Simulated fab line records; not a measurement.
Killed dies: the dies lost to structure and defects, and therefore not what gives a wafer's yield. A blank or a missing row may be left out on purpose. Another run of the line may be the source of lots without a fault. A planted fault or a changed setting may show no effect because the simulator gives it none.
Struck lot and sound lot, side by side :: flow rit_cmos :: 33 out of 202 route steps
Sound: wafers L294.2, L294.3, L294.4. Wafers struck: L303.1, L303.5, L303.6. The cause is named last.
Each step with rows lists, per side, the tool, then ch with its chambers, then its first start. Under that, the readings that differ: sound wafers :: struck wafers :: difference of the means :: sigmas: that difference in standard deviations of wafers without a fault.
alike: readings whose means differ by less than 2 such deviations, and words and numbers that are the same on both sides. not compared: withheld readings, readings that some wafer has no value for, bounds like >300 that may hide the same value, and numbers for which the record gives no deviation and whose values overlap.
Wherever a step has rows on one side only, a row that says differs or no value, or a row with sigmas, the two part there. Non-overlapping numbers with no deviation appear without sigmas and do not part them. Lack of a reading on every wafer of one side parts them only where that side has two or more wafers.

first, 2 steps without rows for these wafers: RIT_SPACER_CLEAN_02 (cleans in SC2, time 600 s); RIT_SPACER_CVD_03 (deposits Si3N4 from SiH2Cl2/NH3, target thk 250 nm, time 3300 s).
RIT_SPACER_THK_MEAS_04:
  sound: film_metro-04 at day 4 14:11; struck: film_metro-03 at day 6 09:37
  alike: SPACER_NITRIDE_THK
RIT_SPACER_ETCHBACK_05: etches Si3N4 in SF6/CHF3, stops on SiO2, target depth 250 nm, time 240 s.
  sound on rie_diel-03 ch 0,2,3, day 4 14:14; struck on rie_diel-01 ch 0,1,3, day 6 09:40
  alike: chamber_pressure_mTorr, drypump_motor_current_A, oes_product_au, throttle_valve_pct
  not compared: rf_hours_counter_h
then, 6 steps without rows for these wafers: RIT_NSD_HMDS_00 (prime time 60 s); RIT_NSD_COAT_01 (resist thk 1000 nm); RIT_NSD_SOFTBAKE_02 (time 60 s); RIT_NSD_EXPOSE_03 (exposes mask M9, target cd 40700 nm); RIT_NSD_PEB_04; RIT_NSD_DEVELOP_05 (develop time 50 s).
RIT_NSD_OVL_MEAS_06:
  sound: overlay-01 at day 4 15:25; struck: overlay-01 at day 6 10:59
  alike: NSD_OVL
then, 1 step without rows for these wafers: RIT_NSD_HARDBAKE_07 (time 60 s).
RIT_NSD_IMPLANT_08:
  sound on implanter-04 ch 0, day 4 15:37; struck on implanter-04 ch 0, day 6 11:25
reading: beam_energy_keV
sound: 24.995 25.008 24.997
struck: 32.503 32.495 32.507
difference: +7.502
sigmas: +99 or more

reading: model.implant.rp_nm (nm)
sound: 32.33 32.33 32.33
struck: 40.42 40.42 40.42
difference: +8.09
sigmas: 

reading: model.implant.drp_nm (nm)
sound: 14.84 14.84 14.84
struck: 17.72 17.72 17.72
difference: +2.88
sigmas: 
  alike: dose_ions_cm2
RIT_NSD_STRIP_09: strips in O2, time 180 s.
  sound on plasma_asher-02 ch 0,1, day 4 15:44; struck on plasma_asher-03 ch 0,1, day 6 11:34
  alike: chamber_pressure_mTorr, drypump_motor_current_A
  not compared: rf_hours_counter_h
RIT_NSD_TW_MEAS_10:
  sound: film_metro-03 at day 4 15:55; struck: film_metro-01 at day 6 11:58
reading: NSD_TW
sound: 3093 3075 3094
struck: 3372 3378 3366
difference: +285
sigmas: +10
  not compared: hold
then, 5 steps without rows for these wafers: RIT_PSD_COAT_01 (resist thk 1000 nm); RIT_PSD_SOFTBAKE_02 (time 60 s); RIT_PSD_EXPOSE_03 (exposes mask M10, target cd 40900 nm); RIT_PSD_PEB_04; RIT_PSD_DEVELOP_05 (develop time 50 s).
RIT_PSD_OVL_MEAS_06:
  sound: overlay-01 at day 4 16:50; struck: overlay-01 at day 6 21:50
  alike: PSD_OVL
then, 2 steps without rows for these wafers: RIT_PSD_HARDBAKE_07 (time 60 s); RIT_PSD_IMPLANT_08.
RIT_PSD_STRIP_09: strips in O2, time 180 s.
  sound on plasma_asher-02 ch 0,1, day 4 17:10; struck on plasma_asher-04 ch 0,1, day 6 22:11
  alike: chamber_pressure_mTorr, drypump_motor_current_A
  not compared: rf_hours_counter_h
RIT_PSD_TW_MEAS_10:
  sound: film_metro-03 at day 4 17:20; struck: film_metro-02 at day 6 22:21
  alike: PSD_TW
then, 3 steps without rows for these wafers: RIT_SDANNEAL_CLEAN_00 (cleans in SC1, time 600 s); RIT_SDANNEAL_CLEAN_01 (cleans in dHF, time 30 s); RIT_SDANNEAL_CLEAN_02 (cleans in SC2, time 600 s).
RIT_SDANNEAL_RTA_03: time 5 s.
  sound on rtp_anneal-01 ch 0, day 4 17:47; struck on rtp_anneal-01 ch 0, day 6 22:47
  alike: ramp_up_c_per_s, wafer_temp_C_max
RIT_SDANNEAL_RS_MEAS_04: a four-point-probe measurement.
  sound: film_metro-03 at day 4 17:51; struck: film_metro-01 at day 6 22:50
reading: PSD_RS (ohm/sq)
sound: 115.44 115.71 115.37
struck: 116.62 116.18 116.50
difference: +0.93
sigmas: +3
RIT_SDANNEAL_RS_MEAS_05: a four-point-probe measurement.
  sound: film_metro-03 at day 4 17:58; struck: film_metro-01 at day 6 23:14
reading: NSD_RS (ohm/sq)
sound: 84.77 84.55 84.70
struck: 81.73 81.41 81.27
difference: -3.20
sigmas: -13
  not compared: hold
RIT_SDANNEAL_RS_MEAS_06: a four-point-probe measurement.
  sound: film_metro-03 at day 4 18:05; struck: film_metro-01 at day 7 03:44
reading: hold
sound: - - -
struck: await_dispo/4.4h/release await_dispo/4.4h/release await_dispo/4.4h/release
difference: no value on the sound wafers
sigmas: 
  alike: PLDD_RS
RIT_M1_PROBE_99:
  sound: prober-02 at day 5 01:38; struck: prober-01 at day 7 10:44
  alike: killed_at_contacts, killed_at_front_end, killed_dies, killed_open, killed_short

## WHERE THEY PART
Last at RIT_SDANNEAL_RS_MEAS_06 as far as this record goes, first at RIT_NSD_IMPLANT_08. Later steps at which nothing parts them and some readings are alike: RIT_M1_PROBE_99.

WHY: whatever the simulator had introduced
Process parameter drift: implanter-04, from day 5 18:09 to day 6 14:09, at RIT_NSD_IMPLANT_08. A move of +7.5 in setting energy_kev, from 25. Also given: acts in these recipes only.
